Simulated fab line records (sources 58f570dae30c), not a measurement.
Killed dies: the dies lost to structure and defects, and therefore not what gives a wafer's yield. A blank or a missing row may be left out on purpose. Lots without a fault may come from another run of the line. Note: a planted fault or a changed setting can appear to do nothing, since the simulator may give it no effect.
Chamber matching || flow berkeley cmos170 || 4 sister chambers for UCB170_V2_ETCH_14 on rie diel-03
The step etches SiO2 in CHF3/CF4/Ar, stops on Al, target depth 1250 nm, time 291 s. 4 wafers are shown with their chamber, then 8 later ones without.

## WAFERS, EACH WITH ITS CHAMBER
{"wafer": "L533.6", "chamber": 1, "drypump motor current A (A)": 5.2}
{"wafer": "L535.4", "chamber": 0, "drypump motor current A (A)": 6.0}
{"wafer": "L535.6", "chamber": 2, "drypump motor current A (A)": 5.3}
{"wafer": "L541.2", "chamber": 3, "drypump motor current A (A)": 6.4}

## WAFERS WITHOUT THEIR CHAMBER
{"wafer": "L541.5", "drypump motor current A (A)": 6.4}
{"wafer": "L541.6", "drypump motor current A (A)": 5.3}
{"wafer": "L546.1", "drypump motor current A (A)": 6.0}
{"wafer": "L546.2", "drypump motor current A (A)": 5.3}
{"wafer": "L546.5", "drypump motor current A (A)": 5.3}
{"wafer": "L548.2", "drypump motor current A (A)": 6.5}
{"wafer": "L548.3", "drypump motor current A (A)": 5.3}
{"wafer": "L548.6", "drypump motor current A (A)": 6.0}

## EACH ONE'S CHAMBER
{"wafer": "L541.5", "from the rows above": 3, "in truth": 3}
{"wafer": "L541.6", "from the rows above": 2, "in truth": 2}
{"wafer": "L546.1", "from the rows above": 0, "in truth": 0}
{"wafer": "L546.2", "from the rows above": 2, "in truth": 2}
{"wafer": "L546.5", "from the rows above": 2, "in truth": 2}
{"wafer": "L548.2", "from the rows above": 3, "in truth": 3}
{"wafer": "L548.3", "from the rows above": 2, "in truth": 2}
{"wafer": "L548.6", "from the rows above": 0, "in truth": 0}
8 of 8 placed correctly. Not placeable from these rows: 0. Wrongly placed: 0.
How it was worked out, from the rows above alone: a wafer's distance from a chamber is the root of the sum, over the readings, of the square of ((its reading less the chamber's mean) divided by the reading's scatter). The wafer belongs to the nearest chamber; if the next one is less than 2 further off, it can't be placed. A chamber's mean is the mean of its shown wafers. The scatter: with one shown wafer a chamber, the root of the mean of the squares of how far each hidden wafer lies from its nearest shown one.
